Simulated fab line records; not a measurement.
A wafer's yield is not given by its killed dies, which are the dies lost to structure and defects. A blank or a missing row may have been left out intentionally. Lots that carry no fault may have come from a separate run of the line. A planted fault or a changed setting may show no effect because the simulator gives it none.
2 desks looking at one fault	flow berkeley-cmos170	each desk has only its own numbers; what lay behind them comes last

THE TOOL OWNER'S DESK: rie-metal-03
The tool's own readings at UCB170_M1_METAL_ETCH_12 (etches Al in Cl2/BCl3, stops on PSG, target depth 780 nm, time 130 s): means of the sampled wafers that have a number, for each lot that ran on this tool. If a lot's mean is further than 4 standard deviations from the usual mean, the lot is out of limits and carries the mark OUT (the distance appears in the brackets).
Columns: A = chamber-pressure-mTorr at UCB170_M1_METAL_ETCH_12, usual 12.000 mTorr; B = drypump-motor-current-A at UCB170_M1_METAL_ETCH_12, usual 5.9 A; C = mfc-cl2-sccm at UCB170_M1_METAL_ETCH_12, usual 90.03 sccm; D = oes-product-au at UCB170_M1_METAL_ETCH_12, usual 0.857 a.u.; E = rf-fwd-power-W at UCB170_M1_METAL_ETCH_12, usual 596.6 W; F = throttle-valve-pct at UCB170_M1_METAL_ETCH_12, usual 24.48 %
lot	first seen here	A	B	C	D	E	F
L857	day 7 04:30	11.998	6.0	90.26	0.847	599.0	24.66
L863	day 7 16:26	12.000	5.9	90.30	0.845	599.6	24.65
L869	day 9 03:00	11.993	5.4	89.70	0.846	596.8	24.59
L877	day 11 01:49	17.996 (+99 or more) OUT	4.8	90.06	0.843	600.4	24.38
L878	day 11 08:44	17.999 (+99 or more) OUT	5.4	90.40	0.845	597.7	24.50
Finding of this desk: L877, L878 out of limits; the first was L877 at day 11 01:49, on chamber-pressure-mTorr at UCB170_M1_METAL_ETCH_12. L857, L863, L869 stayed within limits.

AT THE METROLOGY DESK
What the gauges read for every lot (on any tool): the sampled wafers with a number, averaged. If a lot's mean is further than 4 standard deviations from the usual mean, the lot is out of limits and carries the mark OUT (the distance appears in the brackets).
Columns: A = NLDD_TW at UCB170_NLDD_TW_MEAS_11, usual 2220
lot	first seen here	A
L857	day 6 06:33	2192
L860	day 6 06:41	2199
L859	day 6 06:56	2215
L861	day 6 17:08	2251
L863	day 6 22:55	2196
L865	day 7 11:51	2192
L867	day 7 20:53	2241
L869	day 8 05:27	2215
L868	day 8 05:53	2211
L870	day 8 20:15	2194
L877	day 10 08:11	2233
L878	day 10 15:13	2197
L879	day 10 23:38	2214
L880	day 10 23:47	2232
Result from this desk: across the 14 lots, nothing is out of limits.

TAKEN TOGETHER
The tool owner's desk had the chance to raise an alarm at day 11 01:49 on L877, L878.
At the metrology desk, nothing out of limits was observed.
The metrology desk holds a record of L877, L878, inside its limits.
All the named lots went through UCB170_M1_METAL_ETCH_12 on rie-metal-03.

WHAT WAS PUT IN BY THE SIMULATOR
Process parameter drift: rie-metal-03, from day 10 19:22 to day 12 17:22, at UCB170_M1_METAL_ETCH_12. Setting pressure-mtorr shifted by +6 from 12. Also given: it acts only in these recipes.
Struck lots among those shown: L877, L878.
Delay in hours, fault start to first out-of-limits reading, by desk: the tool owner's desk at 6.
